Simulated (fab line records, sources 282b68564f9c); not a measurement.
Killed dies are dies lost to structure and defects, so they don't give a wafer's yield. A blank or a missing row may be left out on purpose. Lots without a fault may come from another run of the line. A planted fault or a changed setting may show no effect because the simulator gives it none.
Problem report in the 8D (eight disciplines) form, filled by code | flow rit_cmos | the parts of the form that need people (team, actions taken, sign-off) are left out

1. THE PROBLEM
M1_AL_RS at RIT_M1_RS_MEAS_01 reads a mean of 0.0524 ohm/sq on 2 wafers of 1 lot; wafers without a fault read 0.0738 ohm/sq with a standard deviation of 0.00085. That is -25 standard deviations from the usual mean.
The step: measures by four-point-probe.
First seen on wafer L573.1, day 6 07:44, on film_metro-04. The record holds 39 wafers of 13 lots with a number at this step. Rule for "out", or "out of limits": more than 4 standard deviations from the usual mean. The other wafers with a number count as sound.

2. WHAT IT IS AND WHAT IT IS NOT
question                    | is               | is not
which readings at this step | M1_AL_RS         | -
which lots                  | L573             | L559, L561, L562, L564, L565, L567, L569, L577, L578, L580, L581, L582
which wafers of those lots  | L573.1, L573.6   | L573.3
read on which gauges        | film_metro-04    | film_metro-01, film_metro-03
when                        | from day 6 07:44 | up to then (22 sound wafers); but 15 sound wafers of L577, L578, L580, L581, L582 came after

3. SUSPECTS, AND WHAT RULES EACH OUT
Counting: a tool at a process step up to the reading stays a suspect if it ran every lot that is out. Sound lots after the first of them don't rule it out here, since some wafers of a struck lot are sound.
- the gauge at RIT_M1_RS_MEAS_01: ruled out. All the wafers that are out were read on film_metro-04, but those of them that RIT_M1_METAL_ETCH_12 has rows for are out there too, on other tools.
- pvd_sputter-01 at RIT_M1_SPUTTER_00 (material Al, target thk 400 nm, time 500 s): kept. It ran the lot that is out, L573 (day 6 07:27); its last sound lot up to then is L569 (day 5 11:16).
Left after counting: pvd_sputter-01 at RIT_M1_SPUTTER_00.

4. THE CAUSE (what the simulator had put in)
Process parameter drift: pvd_sputter-01, from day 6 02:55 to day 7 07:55, at RIT_M1_SPUTTER_00. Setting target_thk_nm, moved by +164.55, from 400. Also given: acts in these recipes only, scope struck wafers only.
Counting left only this tool.

5. THE CHAIN OF EFFECTS, in route order
Each row: a reading whose mean over the struck wafers that have a number lies more than 3 standard deviations from the usual. Only readings for which the record gives a usual standard deviation are gone through. hours: the time from each lot's start at the first step in this table that gives one to its start at this step, as a median over the lots. sigmas: the change in usual standard deviations.
hours | step                 | reading        | usual         | on struck wafers | change  | sigmas
0     | RIT_M1_RS_MEAS_01    | M1_AL_RS       | 0.0738 ohm/sq | 0.0524           | -0.0215 | -25
0     | RIT_M1_THK_MEAS_02   | M1_AL_THK      | 396 nm        | 555              | +159    | +32
2     | RIT_M1_METAL_ETCH_12 | oes_product_au | 0.772 a.u.    | 0.952            | +0.180  | +16
The process steps in it:
- RIT_M1_METAL_ETCH_12: etches Al in Cl2/BCl3, stops on SiO2, time 165 s, target depth 600 nm.

6. WHAT WOULD HAVE CAUGHT IT SOONER
In this record the first reading out of limits at a measuring or inspecting step was taken at day 6 07:44, 5 hours after the fault began at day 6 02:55.
Of the tool readings at RIT_M1_SPUTTER_00 for which the record gives a usual standard deviation, none was out on any struck wafer, so an alarm limit of 4 standard deviations on them would not have fired.
All the lots that are out (1) had begun RIT_M1_SPUTTER_00 on pvd_sputter-01 by day 6 07:44. A hold on the tool at that time would have spared none of them.
